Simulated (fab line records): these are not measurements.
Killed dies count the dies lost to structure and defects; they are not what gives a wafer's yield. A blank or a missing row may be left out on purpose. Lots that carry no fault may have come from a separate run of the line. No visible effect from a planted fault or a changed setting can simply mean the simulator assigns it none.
Check of tool commonality :: flow berkeley cmos170 :: 42 wafers sampled across 14 lots

REASON IT WAS OPENED
4 of 14 lots carry a flag on the reading ACTIVE_OVL at UCB170_ACTIVE_OVL_MEAS_14. Wafers without a fault read 0 nm, standard deviation 5.3.
Rule: flag the lot when none of its wafers has a number, or when each of its wafers that has one lies beyond 4 standard deviations from that mean. The rest of the lots are taken to be sound.

lot: L958
measured: day 4 01:41
on: overlay-02
ACTIVE_OVL (nm), wafer by wafer: 4 -5 0
flag: 

lot: L959
measured: day 4 09:52
on: overlay-02
ACTIVE_OVL (nm), wafer by wafer: -11 3 -10
flag: 

lot: L960
measured: day 4 16:16
on: overlay-02
ACTIVE_OVL (nm), wafer by wafer: 2 8 -4
flag: 

lot: L961
measured: day 4 23:44
on: overlay-01
ACTIVE_OVL (nm), wafer by wafer: 9 -2 3
flag: 

lot: L962
measured: day 5 00:06
on: overlay-01
ACTIVE_OVL (nm), wafer by wafer: 2 3 0
flag: 

lot: L963
measured: day 5 06:23
on: overlay-02
ACTIVE_OVL (nm), wafer by wafer: 5 -7 -3
flag: 

lot: L964
measured: day 5 19:24
on: overlay-01
ACTIVE_OVL (nm), wafer by wafer: 2 0 -1
flag: 

lot: L965
measured: day 6 00:05
on: overlay-02
ACTIVE_OVL (nm), wafer by wafer: 5 -3 -5
flag: 

lot: L968
measured: day 6 08:13
on: overlay-01
ACTIVE_OVL (nm), wafer by wafer: 238 238 231
flag: FLAGGED

lot: L971
measured: day 7 10:00
on: overlay-01
ACTIVE_OVL (nm), wafer by wafer: 229 240 228
flag: FLAGGED

lot: L973
measured: day 7 19:13
on: overlay-02
ACTIVE_OVL (nm), wafer by wafer: 235 249 239
flag: FLAGGED

lot: L974
measured: day 7 19:39
on: overlay-02
ACTIVE_OVL (nm), wafer by wafer: 231 239 234
flag: FLAGGED

lot: L975
measured: day 8 00:32
on: overlay-01
ACTIVE_OVL (nm), wafer by wafer: -6 -9 -8
flag: 

lot: L980
measured: day 8 19:48
on: overlay-01
ACTIVE_OVL (nm), wafer by wafer: 5 3 -2
flag: 
Average over the flagged lots: 236 nm; offset from the usual +236 nm, equal to +45 standard deviations.

WHICH TOOL EACH LOT WENT THROUGH
The record holds 1 process step before the reading, out of a route of 331 steps. Each cell gives the tool, then ch followed by the chambers the sampled wafers passed through, then the start.
lot: L958
flag: 
UCB170_ACTIVE_EXPOSE_10: krf scanner-01 ch 0, day 4 01:11

lot: L959
flag: 
UCB170_ACTIVE_EXPOSE_10: krf scanner-02 ch 0, day 4 09:19

lot: L960
flag: 
UCB170_ACTIVE_EXPOSE_10: krf scanner-02 ch 0, day 4 15:46

lot: L961
flag: 
UCB170_ACTIVE_EXPOSE_10: krf scanner-02 ch 0, day 4 23:13

lot: L962
flag: 
UCB170_ACTIVE_EXPOSE_10: krf scanner-01 ch 0, day 4 23:37

lot: L963
flag: 
UCB170_ACTIVE_EXPOSE_10: krf scanner-02 ch 0, day 5 05:53

lot: L964
flag: 
UCB170_ACTIVE_EXPOSE_10: krf scanner-01 ch 0, day 5 18:53

lot: L965
flag: 
UCB170_ACTIVE_EXPOSE_10: krf scanner-02 ch 0, day 5 23:35

lot: L968
flag: FLAGGED
UCB170_ACTIVE_EXPOSE_10: krf scanner-02 ch 0, day 6 07:43

lot: L971
flag: FLAGGED
UCB170_ACTIVE_EXPOSE_10: krf scanner-02 ch 0, day 7 09:01

lot: L973
flag: FLAGGED
UCB170_ACTIVE_EXPOSE_10: krf scanner-02 ch 0, day 7 18:42

lot: L974
flag: FLAGGED
UCB170_ACTIVE_EXPOSE_10: krf scanner-02 ch 0, day 7 18:49

lot: L975
flag: 
UCB170_ACTIVE_EXPOSE_10: krf scanner-01 ch 0, day 8 00:02

lot: L980
flag: 
UCB170_ACTIVE_EXPOSE_10: krf scanner-01 ch 0, day 8 18:44
What the steps here do:
- UCB170_ACTIVE_EXPOSE_10: exposes mask ACTIVE, target cd 1200 nm.
- UCB170_ACTIVE_OVL_MEAS_14

FLAGGED OVER TOTAL, TOOL BY TOOL (the gauges that took the reading come last)
step: UCB170_ACTIVE_EXPOSE_10
tool: krf scanner-01
lots run: 5
flagged: 0
share of the flagged lots: none
sound lots run after its first flagged lot: -

step: UCB170_ACTIVE_EXPOSE_10
tool: krf scanner-02
lots run: 9
flagged: 4
share of the flagged lots: all
sound lots run after its first flagged lot: 0

step: UCB170_ACTIVE_OVL_MEAS_14
tool: overlay-01
lots run: 7
flagged: 2
share of the flagged lots: some
sound lots run after its first flagged lot: 2 (L975,L980)

step: UCB170_ACTIVE_OVL_MEAS_14
tool: overlay-02
lots run: 7
flagged: 2
share of the flagged lots: some
sound lots run after its first flagged lot: 0

WHAT THE TABLE PERMITS
1 row of the table ran every flagged lot: krf scanner-02 at UCB170_ACTIVE_EXPOSE_10.
- krf scanner-02 at UCB170_ACTIVE_EXPOSE_10 ran 9 lots, 4 of them flagged. It ran its last sound lot, L965, at day 5 23:35 and its first flagged lot, L968, at day 6 07:43: a fault with its onset between the two fits.
One tool is left: krf scanner-02 at UCB170_ACTIVE_EXPOSE_10.

WHAT HAD BEEN PUT IN BY THE SIMULATOR
Scanner matching overlay: krf scanner-02, from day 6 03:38 on, at UCB170_ACTIVE_EXPOSE_10. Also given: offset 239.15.
Shown lots that were struck: L968, L971, L973, L974. The rule above reached the same finding.
